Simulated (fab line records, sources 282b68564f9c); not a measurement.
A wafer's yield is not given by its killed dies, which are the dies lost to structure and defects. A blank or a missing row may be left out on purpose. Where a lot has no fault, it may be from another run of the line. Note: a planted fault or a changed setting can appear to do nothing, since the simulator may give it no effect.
Split-lot study | flow rit_cmos | route with 202 steps; 5 lots, 23 wafers read

== ON THE SPLIT ==
At RIT_PWELL_IMPLANT_08, the setting dose_cm2 was moved away from the recipe's 7e+13 on 10 of the 23 wafers read, by -2.3% to +6.8%. For the rest of the wafers, this setting stayed at what the recipe calls for.

== FROM THE SPLIT TO THE READING: what the file shows between them, 3 steps ==
- RIT_PWELL_STRIP_09: strips in O2, time 180 s
- RIT_PWELL_TW_MEAS_10
- RIT_WELLDRIVE_ANNEAL_00: time 14700 s

== THE READING ==
PWELL_RS (ohm/sq), read at RIT_WELLDRIVE_RS_MEAS_02 with a four-point probe. A value of 429.3 ohm/sq with a standard deviation of 1.3 ohm/sq is what fault-free wafers of this fab line usually give.

wafer  | tool, chamber at the split | dose_cm2 as run | against the recipe | PWELL_RS, ohm/sq | against lot-mates on the recipe
L075.1 | implanter-03, 0            | 7e+13           | recipe             | 432.0            | -
L075.4 | implanter-03, 0            | 7e+13           | recipe             | 432.2            | -
L075.6 | implanter-03, 0            | 7e+13           | recipe             | 431.8            | -
L077.1 | implanter-02, 0            | 7.393e+13       | +5.6%              | 415.5            | -13.8
L077.2 | implanter-02, 0            | 7e+13           | recipe             | 429.7            | -
L077.3 | implanter-02, 0            | 7.393e+13       | +5.6%              | 415.6            | -13.7
L077.4 | implanter-02, 0            | 7.393e+13       | +5.6%              | 415.4            | -13.9
L077.6 | implanter-02, 0            | 7e+13           | recipe             | 428.9            | -
L078.2 | implanter-02, 0            | 7.478e+13       | +6.8%              | 412.3            | -17.3
L078.3 | implanter-02, 0            | 7e+13           | recipe             | 429.7            | -
L078.4 | implanter-02, 0            | 7e+13           | recipe             | 429.0            | -
L078.5 | implanter-02, 0            | 7.478e+13       | +6.8%              | 411.0            | -18.6
L078.6 | implanter-02, 0            | 7e+13           | recipe             | 430.1            | -
L080.1 | implanter-02, 0            | 7.288e+13       | +4.1%              | 420.6            | -10.0
L080.2 | implanter-02, 0            | 7e+13           | recipe             | 430.5            | -
L080.3 | implanter-02, 0            | 7e+13           | recipe             | 430.7            | -
L080.4 | implanter-02, 0            | 7.288e+13       | +4.1%              | 419.9            | -10.7
L080.6 | implanter-02, 0            | 7.288e+13       | +4.1%              | 418.5            | -12.1
L085.1 | implanter-03, 0            | 7e+13           | recipe             | 426.6            | -
L085.2 | implanter-03, 0            | 6.84e+13        | -2.3%              | 434.8            | +7.9
L085.3 | implanter-03, 0            | 6.84e+13        | -2.3%              | 433.4            | +6.5
L085.4 | implanter-03, 0            | 7e+13           | recipe             | 426.9            | -
L085.5 | implanter-03, 0            | 7e+13           | recipe             | 427.2            | -

FIT RESULTS
A straight line over all 23 wafers: PWELL_RS changes by -2.49 ohm/sq for each +1% of dose_cm2; r = -0.98; the points scatter about the line by 1.6 ohm/sq.
The same after taking each lot's own level away (the mean of its wafers on the recipe; 23 wafers): -2.62 ohm/sq for each +1%; r = -1.00; scatter 0.69 ohm/sq.
According to that fit, moving dose_cm2 by its largest amount changes the reading by 18 ohm/sq.
From 426.90 to 432.00 ohm/sq: that is the span of the lots' own levels, equal to 3.9 times the standard deviation above.
The two slopes agree, so the slope changes little with the lot-to-lot level.
Check: for one of the wafers moved furthest among these (+6.8%), held out of the fit, the line's prediction against its lot-mates is -17.8 ohm/sq. It came out at -17.3 ohm/sq against them.

== ADDITIONAL SPLITS CARRIED BY THESE WAFERS ==
These wafers also went through other splits before the reading. Each is held against what the fit with the lots' levels taken away leaves over:
other split on the same wafers | wafers away from the commonest value | r with PWELL_RS (lot level and that fit taken away)
RIT_FOX2_OXIDATION_00 temp_c   | 15                                   | -0.08
RIT_PWELL_SOFTBAKE_02 temp_c   | 7                                    | -0.20

== THE WHOLE CHAIN: every reading that the file lists as answering this split, in the file's order ==
step                     | what it does                 | reading  | change (the file's fit)           | r (the file's)
RIT_PWELL_TW_MEAS_10     |                              | PWELL_TW | +2.94 for each +1% of the setting | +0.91
RIT_WELLDRIVE_RS_MEAS_02 | measures by four-point-probe | PWELL_RS | -2.61 for each +1% of the setting | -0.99

== THE FILE'S OWN FIT ==
PWELL_RS changes by -2.61 ohm/sq for each +1% of dose_cm2, r = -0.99.
